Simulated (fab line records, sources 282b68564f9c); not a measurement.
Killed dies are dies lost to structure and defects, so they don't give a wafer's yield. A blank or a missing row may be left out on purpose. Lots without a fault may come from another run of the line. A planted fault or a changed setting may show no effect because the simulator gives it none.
fab line records | flow rit_cmos
record lots=7 wafers=21 last_day=6
route steps=202 shown M1@184
lots that met no fault: from a run of the same line without faults
start_h: hours from the record's first day to the start of the lot's first wafer shown | wait_h: hours since the lot's step before | " the same as in the row above | L1.1+2: a row that stands for several wafers | - no value, or no start given | * or withheld: withheld | < > ~ a bound
route shown NAME@n: a module of which the file shows steps, and the number in the route of the first | usual: mean/standard deviation of fault-free wafers | same: alike in all rows | chamber/n: place in a boat | sites: the reading at each site | _std_site: their standard deviation | _edge_site: outer sites' mean less inner sites' | radius_mm: how far each site lies from the wafer's centre | mask NAME#n: copy n | behind: the tool/chamber that last shaped the wafer | hold: why the lot was held/for how many hours/how that ended | device: the transistor (n, p or np) that didn't switch | end of line: the same wafers' tests at the end of the route | a step without rows: its recipe alone | killed: dies lost to structure and defects at the first sort, not the wafer's yield | map: a wafer's dies, x killed, . not, _ none there
set.NAME: the setting as run; set.NAME@STEP: as run at that earlier step | model.NAME: the simulator's own value behind a step, which no gauge read
lots at some steps of the route; a table a step, a row a wafer
services: from which hour (start_h, from the record's first day; less than 0 if before it) a tool's chamber was out of use, for how many hours, and why
## steps
# step RIT_M1_SPUTTER_00
# recipe material=Al target_thk_nm=400 power_w=2000 chamber_pressure_pa=0.4 gas=Ar time_s=500 substrate_temp_c=25
# usual throttle_valve_pct=29.9/0.76
# columns lot.wafer tool chamber start_h wait_h throttle_valve_pct
L705.2 pvd_sputter-02 - 61.15 0.0 29.3
L705.4 " - " " 29.7
L705.5 " - " " 29.7
L706.1 pvd_sputter-03 - 67.41 0.0 31.1
L706.4 " - " " 30.5
L706.5 " - " " 29.6
L713.1 pvd_sputter-02 - 102.32 0.0 29.8
L713.4 " - " " 31.3
L713.5 " - " " 29.4
L716.1 pvd_sputter-03 - 118.37 0.0 31.1
L716.3 " - " " 29.5
L716.4 " - " " 30.8
L719.2 pvd_sputter-02 - 129.36 0.0 31.4
L719.4 " - " " 30.1
L719.6 " - " " 29.4
L721.1 pvd_sputter-02 - 138.24 0.0 29.9
L721.2 " - " " 31.5
L721.3 " - " " 29.3
L722.1 pvd_sputter-01 - 141.32 0.0 29.7
L722.3 " - " " 29.8
L722.5 " - " " 31.0
# step RIT_M1_RS_MEAS_01
# recipe thk_meas_gauge=four-point-probe reads=Al_of_M1_SPUTTER_00
# usual M1_AL_RS=0.0732/0.00058
# columns lot.wafer tool chamber start_h wait_h M1_AL_RS[ohm/sq]
L705.2 film_metro-02 - 61.46 0.2 0.0733
L705.4 " - " " 0.0736
L705.5 " - " " 0.0733
L706.1 film_metro-02 - 67.71 0.1 0.0730
L706.4 " - " " 0.0738
L706.5 " - " " 0.0730
L713.1 film_metro-02 - 102.62 0.1 0.0730
L713.4 " - " " 0.0733
L713.5 " - " " 0.0732
L716.1 film_metro-01 - 118.66 0.1 0.0739
L716.3 " - " " 0.0728
L716.4 " - " " 0.0733
L719.2 film_metro-01 - 129.68 0.2 0.0736
L719.4 " - " " 0.0733
L719.6 " - " " 0.0738
L721.1 film_metro-01 - 138.53 0.1 0.0723
L721.2 " - " " 0.0721
L721.3 " - " " 0.0727
L722.1 film_metro-02 - 141.61 0.1 0.0728
L722.3 " - " " 0.0731
L722.5 " - " " 0.0729
# step RIT_M1_THK_MEAS_02
# recipe thk_meas_gauge=xrf reads=Al_of_M1_SPUTTER_00
# usual M1_AL_THK=402/3.8
# columns lot.wafer tool chamber start_h wait_h M1_AL_THK[nm]
L705.2 film_metro-02 - 61.57 0.1 404
L705.4 " - " " 403
L705.5 " - " " 405
L706.1 film_metro-02 - 67.83 0.1 406
L706.4 " - " " 400
L706.5 " - " " 406
L713.1 film_metro-02 - 102.74 0.1 406
L713.4 " - " " 402
L713.5 " - " " 403
L716.1 film_metro-01 - 118.78 0.1 398
L716.3 " - " " 407
L716.4 " - " " 398
L719.2 film_metro-01 - 129.79 0.1 401
L719.4 " - " " 403
L719.6 " - " " 399
L721.1 film_metro-01 - 138.65 0.1 406
L721.2 " - " " 410
L721.3 " - " " 403
L722.1 film_metro-02 - 141.73 0.1 404
L722.3 " - " " 403
L722.5 " - " " 404
# step RIT_M1_HMDS_03
# recipe prime_time_s=60 prime_temp_c=140
# step RIT_M1_COAT_04
# recipe resist=NOVOLAK spin_rpm=2000 resist_thk_nm=1300
# step RIT_M1_SOFTBAKE_05
# recipe resist=NOVOLAK temp_c=90 time_s=60
# step RIT_M1_EXPOSE_06
# recipe mask_id=M12 na=0.6 source_shape=conventional sigma_outer=0.5 target_cd_nm=2600 dose_mj=250
# step RIT_M1_PEB_07
# recipe resist=NOVOLAK temp_c=withheld time_s=withheld
# step RIT_M1_DEVELOP_08
# recipe resist=NOVOLAK develop_time_s=68 dev_temp_c=23
# step RIT_M1_CD_MEAS_09
# recipe target_cd_nm=2600
# usual cd_nm=2599.2/2.3
# columns lot.wafer tool chamber start_h wait_h cd_nm
L705.2 cd_sem-02 - 62.66 - 2596.6
L705.4 " - " " 2597.9
L705.5 " - " " 2599.7
L706.1 cd_sem-02 - 69.04 - 2596.3
L706.4 " - " " 2597.7
L706.5 " - " " 2596.4
L713.1 cd_sem-02 - 103.99 - 2598.9
L713.4 " - " " 2598.4
L713.5 " - " " 2597.0
L716.1 cd_sem-02 - 119.85 - 2604.3
L716.3 " - " " 2599.5
L716.4 " - " " 2600.8
L719.2 cd_sem-01 - 130.74 - 2596.5
L719.4 " - " " 2599.2
L719.6 " - " " 2598.0
L721.1 cd_sem-02 - 139.59 - 2600.0
L721.2 " - " " 2599.4
L721.3 " - " " 2601.2
L722.1 cd_sem-02 - 142.84 - 2600.2
L722.3 " - " " 2601.1
L722.5 " - " " 2602.9
# step RIT_M1_OVL_MEAS_10
# usual M1_OVL=0.7/1.4
# columns lot.wafer tool chamber start_h wait_h M1_OVL[nm]
L705.2 overlay-01 - 62.76 0.1 2.2
L705.4 " - " " 0.1
L705.5 " - " " -0.6
L706.1 overlay-01 - 69.16 0.1 0.9
L706.4 " - " " 2.4
L706.5 " - " " 1.9
L713.1 overlay-02 - 104.11 0.1 -1.3
L713.4 " - " " -0.2
L713.5 " - " " -1.3
L716.1 overlay-02 - 119.97 0.1 -0.8
L716.3 " - " " 0.2
L716.4 " - " " 1.0
L719.2 overlay-02 - 130.84 0.1 0.3
L719.4 " - " " 1.1
L719.6 " - " " 1.1
L721.1 overlay-02 - 139.71 0.1 1.9
L721.2 " - " " 2.3
L721.3 " - " " 2.2
L722.1 overlay-01 - 142.96 0.1 1.8
L722.3 " - " " -0.5
L722.5 " - " " 0.2
# step RIT_M1_HARDBAKE_11
# recipe resist=NOVOLAK temp_c=140 time_s=120
# step RIT_M1_METAL_ETCH_12
# recipe stop_on=SiO2 chemistry=Cl2/BCl3 target=Al time_s=165 over_etch_frac=0.5 pressure_mtorr=100 target_depth_a=6000 rf_w=250 Cl2_flow_sccm=60 bcl3_flow_sccm=50
# usual drypump_motor_current_A=5.53/0.3 oes_product_au=0.781/0.014 run_length_s=193.3/0.68 throttle_valve_pct=8.23/0.07
# columns lot.wafer tool chamber start_h wait_h drypump_motor_current_A oes_product_au rf_hours_counter_h run_length_s throttle_valve_pct model.NOVOLAK_of_M1_COAT_04.thk_nm model.SiO2_of_CONTACT_CVD_00.thk_nm model.M1.feature_depth_nm
L705.2 rie_metal-02 1 63.04 0.2 5.24 0.772 34 193.1 8.31 801.4 353.1 432.9
L705.4 " 1 " " 5.24 0.774 - 193.0 8.29 806.1 359.5 431.8
L705.5 " 1 " " 5.24 0.777 - 193.0 8.30 807 360.6 433.4
L706.1 rie_metal-01 1 69.44 0.2 5.92 0.782 4 193.1 8.14 813.1 356.3 433.5
L706.4 " 0 " " 5.59 0.759 - 193.8 8.32 815.5 371.2 429.8
L706.5 " 1 " " 5.95 0.786 - 193.1 8.12 815.7 367.8 434.4
L713.1 rie_metal-02 1 104.40 0.2 5.25 0.987 35 154.9 8.25 896.3 368.8 426.5
L713.4 " 1 " " 5.25 0.995 - 154.9 8.25 891.8 375 425.3
L713.5 " 1 " " 5.26 0.989 - 154.9 8.27 892.1 377.6 425.2
L716.1 rie_metal-02 1 120.25 0.2 5.26 0.988 36 152.2 8.27 891.7 369.1 422.3
L716.3 " 1 " " 5.26 0.984 - 152.0 8.27 892.5 372.1 429.3
L716.4 " 1 " " 5.25 0.994 - 152.0 8.26 891.9 376.2 425.9
L719.2 rie_metal-02 1 131.12 0.2 5.24 0.984 36 152.2 8.24 895.9 367 425.1
L719.4 " 1 " " 5.26 1.000 - 151.8 8.26 891.8 375.2 426
L719.6 " 0 " " 6.06 1.015 - 151.7 8.11 892.4 371.3 423.9
L721.1 rie_metal-01 1 140.21 0.2 5.92 0.785 5 193.4 8.14 812.6 359.7 439.6
L721.2 " 0 " " 5.60 0.783 5 193.7 8.31 821.8 361.9 441.2
L721.3 " 0 " " 5.57 0.786 - 193.7 8.30 816.5 361.1 436.5
L722.1 rie_metal-04 0 143.25 0.2 5.33 0.801 3 192.8 8.18 803.6 366.4 434.8
L722.3 " 1 " " 5.29 0.804 - 192.6 8.26 813.9 366.6 433.3
L722.5 " 0 " " 5.35 0.804 - 193.3 8.20 808.4 368 435.5
# step RIT_M1_STRIP_13
# recipe chemistry=nmp resist=NOVOLAK temp_c=80 time_s=600 dry=n2_spin
# step RIT_M1_PROBE_99
# usual defect_limited_yield=97.3/1.1 killed_at_contacts=0.1/0.37 killed_at_front_end=6.9/2.9 killed_dies=7.1/2.9 killed_open=3.3/1.8 killed_short=3.6/2.2
# same gross_dies=264 killed_at_M0_to_M3=0 killed_at_M4_up=0 killed_at_back_side=0 killed_at_other=0
# columns lot.wafer tool chamber start_h wait_h defect_limited_yield[%] killed_at_contacts killed_at_front_end killed_dies killed_open killed_short model.etest.tester.sort_n_pass model.etest.tester.sort_yield_pct model.etest.m1_comb_over_steps.leak_log10_a_um model.etest.ring.quiet_log10_a model.etest.antenna_m1.vt_shift_v
L705.2 prober-01 - 65.35 0.1 97.7 0 6 6 3 3 258 97.73 -12.8 -7.427 -0.01196
L705.4 prober-01 - 65.45 0.2 96.6 0 9 9 4 5 255 96.59 -12.73 -7.71 -0.01153
L705.5 prober-01 - 65.50 0.2 97.7 0 6 6 1 5 258 97.73 -12.79 -7.432 -0.01745
L706.1 prober-02 - 71.69 0.1 98.5 0 4 4 3 1 260 98.48 -12.76 -7.783 -0.01741
L706.4 prober-02 - 71.84 0.2 97.3 0 7 7 4 3 257 97.35 -12.78 -8.009 -0.009012
L706.5 prober-02 - 71.89 0.2 97.7 0 6 6 4 2 258 97.73 -12.83 -8.016 -0.01613
L713.1 prober-01 - 106.96 0.1 98.5 0 4 4 3 1 0 0 -8.325 -6.483 -0.007151
L713.4 prober-01 - 107.11 0.2 97.3 0 7 7 4 3 0 0 -8.396 -6.578 -0.005996
L713.5 prober-01 - 107.16 0.2 95.1 1 12 13 7 6 0 0 -8.318 -6.567 0.002325
L716.1 prober-02 - 122.69 0.1 96.2 0 10 10 3 7 11 4.167 -9.35 -7.225 -0.008845
L716.3 prober-02 - 122.79 0.2 98.1 0 5 5 3 2 0 0 -8.067 -6.227 -0.001782
L716.4 prober-02 - 122.84 0.2 97.3 0 7 7 3 4 0 0 -8.875 -6.898 -0.00237
L719.2 prober-01 - 133.52 0.1 97.0 0 8 8 2 6 0 0 -8.41 -6.437 -0.004671
L719.4 prober-01 - 133.62 0.2 98.5 0 4 4 3 1 0 0 -8.529 -6.677 -0.0007359
L719.6 prober-01 - 133.72 0.2 97.3 0 7 7 3 4 121 45.83 -9.795 -7.262 -0.004745
L721.1 prober-01 - 142.69 0.1 98.9 0 3 3 2 1 261 98.86 -12.7 -7.739 -0.006466
L721.2 prober-01 - 142.74 0.1 97.0 0 8 8 5 3 256 96.97 -12.63 -7.621 -0.01125
L721.3 prober-01 - 142.79 0.2 97.7 0 6 6 3 3 258 97.73 -12.69 -7.697 -0.01175
L722.1 prober-02 - 145.51 0.1 98.5 0 4 4 2 2 260 98.48 -12.75 -7.839 -0.0127
L722.3 prober-02 - 145.61 0.2 98.5 0 4 4 2 2 260 98.48 -12.8 -7.704 -0.01086
L722.5 prober-02 - 145.71 0.2 98.1 0 5 5 2 2 259 98.11 -12.78 -7.864 -0.006344
# killed by level:class
L705.2 REOX:geometric_particle:short=2 SILICIDE:geometric_particle:open=2 GATE:geometric_particle:open=1 GATE:geometric_particle:short=1
L705.4 GATE:geometric_particle:short=2 REOX:geometric_particle:open=2 SPACER:geometric_particle:short=2 FOX2:geometric_particle:open=1 GATE:geometric_particle:open=1 REOX:geometric_particle:short=1
L705.5 REOX:geometric_particle:short=3 FOX2:geometric_particle:short=1 REOX:geometric_particle:open=1 SPACER:geometric_particle:short=1
L706.1 FOX1:geometric_particle:open=2 SPACER:geometric_particle:open=1 SILICIDE:geometric_particle:short=1
L706.4 FOX1:geometric_particle:open=2 GATE:geometric_particle:short=2 FOX2:geometric_particle:short=1 FOX2:geometric_particle:open=1 GATE:geometric_particle:open=1
L706.5 GATE:geometric_particle:open=3 GATE:geometric_particle:short=1 SILICIDE:geometric_particle:open=1 SILICIDE:geometric_particle:short=1
L713.1 GATE:geometric_particle:open=2 GATE:geometric_particle:short=1 SILICIDE:geometric_particle:open=1
L713.4 SPACER:geometric_particle:short=2 ACTIVE:geometric_particle:short=1 FOX1:geometric_particle:open=1 GATE:geometric_particle:open=1 REOX:geometric_particle:open=1 SPACER:geometric_particle:open=1
L713.5 GATE:geometric_particle:open=5 GATE:geometric_particle:short=4 SPACER:geometric_particle:short=1 SPACER:geometric_particle:open=1 SILICIDE:geometric_particle:short=1 CONTACT:geometric_particle:open=1
L716.1 GATE:geometric_particle:short=3 SPACER:geometric_particle:short=3 FOX1:geometric_particle:short=1 GATE:geometric_particle:open=1 REOX:geometric_particle:open=1 SPACER:geometric_particle:open=1
L716.3 GATE:geometric_particle:open=2 GATE:geometric_particle:short=1 SPACER:geometric_particle:open=1 SPACER:geometric_particle:short=1
L716.4 FOX2:geometric_particle:short=1 GATE:geometric_particle:open=1 GATE:geometric_particle:short=1 REOX:geometric_particle:short=1 REOX:geometric_particle:open=1 SPACER:geometric_particle:open=1 SPACER:geometric_particle:short=1
L719.2 GATE:geometric_particle:short=4 FOX2:geometric_particle:short=1 FOX2:geometric_particle:open=1 GATE:geometric_particle:open=1 SPACER:geometric_particle:short=1
L719.4 GATE:geometric_particle:open=1 GATE:geometric_particle:short=1 REOX:geometric_particle:open=1 SILICIDE:geometric_particle:open=1
L719.6 FOX1:geometric_particle:open=2 FOX2:geometric_particle:short=1 GATE:geometric_particle:short=1 SPACER:geometric_particle:short=1 SPACER:geometric_particle:open=1 SILICIDE:geometric_particle:short=1
L721.1 FOX1:geometric_particle:short=1 FOX1:geometric_particle:open=1 SILICIDE:geometric_particle:open=1
L721.2 GATE:geometric_particle:open=4 SPACER:geometric_particle:short=2 REOX:geometric_particle:open=1 SILICIDE:geometric_particle:short=1
L721.3 GATE:geometric_particle:short=2 FOX1:geometric_particle:open=1 GATE:geometric_particle:open=1 REOX:geometric_particle:short=1 SPACER:geometric_particle:open=1
L722.1 ACTIVE:geometric_particle:open=1 FOX1:geometric_particle:short=1 GATE:geometric_particle:open=1 GATE:geometric_particle:short=1
L722.3 GATE:geometric_particle:short=2 FOX1:geometric_particle:open=1 REOX:geometric_particle:open=1
L722.5 GATE:geometric_particle:short=2 GATE:geometric_particle:open=1 REOX:geometric_particle:open=1 PWELL:coat_microbubble_printed=1
## services
# columns tool chamber start_h hours kind
rie_metal-04 - 55.02 14.6 pm
rie_metal-02 0 77.82 49.2 repair
rie_metal-04 - 99.07 21.9 repair
rie_metal-02 1 113.30 3.3 repair
rie_metal-01 1 132.65 2.8 repair
rie_metal-02 - 136.12 20.0 pm
rie_metal-02 0 136.12 20.0 vent_cycle
rie_metal-02 1 136.12 20.0 vent_cycle
## key
first_sign step=RIT_M1_METAL_ETCH_12 reading=run_length_s direction=down sigmas=60 usual=* struck=*
effect step=RIT_M1_METAL_ETCH_12 reading=oes_product_au direction=up sigmas=15 usual=0.781 struck=0.993
model_effect step=RIT_M1_METAL_ETCH_12 value=NOVOLAK_of_M1_COAT_04.thk_nm without=810.8 struck=892.9
model_effect step=RIT_M1_PROBE_99 value=etest.tester.sort_n_pass without=256.8 struck=14.67
met_at RIT_M1_METAL_ETCH_12
struck_wafers L713.1,L713.4,L713.5,L716.1,L716.3,L716.4,L719.2,L719.4,L719.6
onset_between 63.04 104.40
fault kind=process_parameter_drift tool=rie_metal-02 chamber=- onset_h=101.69 steps=RIT_M1_METAL_ETCH_12 channel=time_s offset=* shape=step end_h=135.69 stated=*
